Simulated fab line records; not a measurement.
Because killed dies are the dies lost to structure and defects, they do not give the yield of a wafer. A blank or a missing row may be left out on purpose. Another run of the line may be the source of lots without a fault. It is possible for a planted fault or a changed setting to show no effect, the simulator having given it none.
Commonality check across tools + flow berkeleyCmos170 + Sample size 16 lots and 48 wafers

REASON FOR OPENING
Flagged at UCB170_ACTIVE_CD_MEAS_13: reading cdNm, on 4 of 16 lots. No-fault wafers: 1200.2 nm, standard deviation 1.1.
Rule: flag the lot when none of its wafers has a number, or when each of its wafers that has one lies beyond 4 standard deviations from that mean. The rest of the lots are taken to be sound.

| lot  | measured    | on       | cdNm (nm), wafer by wafer | flag    |
|------|-------------|----------|---------------------------|---------|
| L828 | day 4 11:38 | cdSem-01 | 1199.6 1200.7 1199.6      |         |
| L829 | day 4 11:38 | cdSem-02 | 1199.4 1199.5 1198.9      |         |
| L831 | day 4 17:00 | cdSem-01 | 1200.8 1199.3 1199.2      |         |
| L835 | day 5 08:42 | cdSem-02 | 1199.6 1200.3 1199.8      |         |
| L834 | day 5 08:49 | cdSem-01 | 1199.6 1199.7 1199.3      |         |
| L836 | day 6 02:06 | cdSem-01 | 1199.3 1198.7 1201.0      |         |
| L838 | day 6 06:27 | cdSem-02 | 1200.0 1200.1 1200.0      |         |
| L840 | day 6 06:45 | cdSem-02 | 1199.4 1199.3 1199.8      |         |
| L841 | day 6 08:43 | cdSem-02 | 1200.3 1198.7 1201.0      |         |
| L843 | day 7 05:07 | cdSem-02 | 1200.2 1201.0 1201.3      |         |
| L844 | day 7 05:19 | cdSem-02 | 1200.6 1201.1 1199.1      |         |
| L847 | day 8 00:59 | cdSem-01 | 1190.1 1188.3 1190.1      | FLAGGED |
| L846 | day 8 01:16 | cdSem-01 | 1185.3 1186.1 1186.3      | FLAGGED |
| L848 | day 8 07:17 | cdSem-01 | 1189.7 1191.8 1191.7      | FLAGGED |
| L849 | day 8 21:12 | cdSem-01 | 1194.4 1193.7 1194.0      | FLAGGED |
| L851 | day 8 21:41 | cdSem-01 | 1198.8 1201.0 1200.2      |         |
The mean of the flagged lots' numbers is 1190.1 nm, -10.1 nm from the usual (-9 standard deviations).

LOT BY LOT: THE TOOL USED
The record keeps 1 process step preceding the reading, out of 331 steps on the route. In each cell: the tool, then ch and the chambers that the sampled wafers went through, then the start.
| lot  | flag    | UCB170_ACTIVE_EXPOSE_10         |
|------|---------|---------------------------------|
| L828 |         | krfScanner-01 ch 0, day 4 10:30 |
| L829 |         | krfScanner-01 ch 0, day 4 10:37 |
| L831 |         | krfScanner-02 ch 0, day 4 16:37 |
| L835 |         | krfScanner-01 ch 0, day 5 08:19 |
| L834 |         | krfScanner-01 ch 0, day 5 08:26 |
| L836 |         | krfScanner-02 ch 0, day 6 01:30 |
| L838 |         | krfScanner-01 ch 0, day 6 05:44 |
| L840 |         | krfScanner-02 ch 0, day 6 05:59 |
| L841 |         | krfScanner-02 ch 0, day 6 08:15 |
| L843 |         | krfScanner-02 ch 0, day 7 04:40 |
| L844 |         | krfScanner-01 ch 0, day 7 04:56 |
| L847 | FLAGGED | krfScanner-02 ch 0, day 8 00:14 |
| L846 | FLAGGED | krfScanner-02 ch 0, day 8 00:30 |
| L848 | FLAGGED | krfScanner-02 ch 0, day 8 06:53 |
| L849 | FLAGGED | krfScanner-02 ch 0, day 8 20:10 |
| L851 |         | krfScanner-01 ch 0, day 8 20:29 |
What is done by these steps:
- UCB170_ACTIVE_EXPOSE_10: exposes mask ACTIVE, target cd 1200 nm.
- UCB170_ACTIVE_CD_MEAS_13: target cd 1200 nm.

FLAGGED OVER TOTAL, TOOL BY TOOL (the gauges that took the reading come last)
| step                     | tool          | lots run | flagged | share of the flagged lots | sound lots run after its first flagged lot |
|--------------------------|---------------|----------|---------|---------------------------|--------------------------------------------|
| UCB170_ACTIVE_EXPOSE_10  | krfScanner-01 | 7        | 0       | none                      | -                                          |
| UCB170_ACTIVE_EXPOSE_10  | krfScanner-02 | 9        | 4       | all                       | 0                                          |
| UCB170_ACTIVE_CD_MEAS_13 | cdSem-01      | 9        | 4       | all                       | 1 (L851)                                   |
| UCB170_ACTIVE_CD_MEAS_13 | cdSem-02      | 7        | 0       | none                      | -                                          |

THE TABLE: WHAT IT ALLOWS
krfScanner-02 at UCB170_ACTIVE_EXPOSE_10 and cdSem-01 at UCB170_ACTIVE_CD_MEAS_13 are the 2 rows of the table that ran each flagged lot.
- krfScanner-02 at UCB170_ACTIVE_EXPOSE_10: 4 of its 9 lots flagged. Last sound lot L843 at day 7 04:40, first flagged lot L847 at day 8 00:14; a fault beginning in between fits. Its own readings (exposureDoseMJCm2) fall more than 4 standard deviations out on all wafers of the flagged lots.
- cdSem-01 at UCB170_ACTIVE_CD_MEAS_13: 4 of its 9 lots flagged. Sound lots ran on it after the first flagged one (L851), which a lasting fault on the whole tool wouldn't allow.
Left over: one tool, krfScanner-02 at UCB170_ACTIVE_EXPOSE_10.

WHAT THE SIMULATOR PUT IN
Process parameters drifting: krfScanner-02 at UCB170_ACTIVE_EXPOSE_10, beginning at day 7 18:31. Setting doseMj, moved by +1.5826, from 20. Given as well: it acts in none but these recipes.
Lots struck among those shown: L847, L846, L848, L849. The rule above found the same.
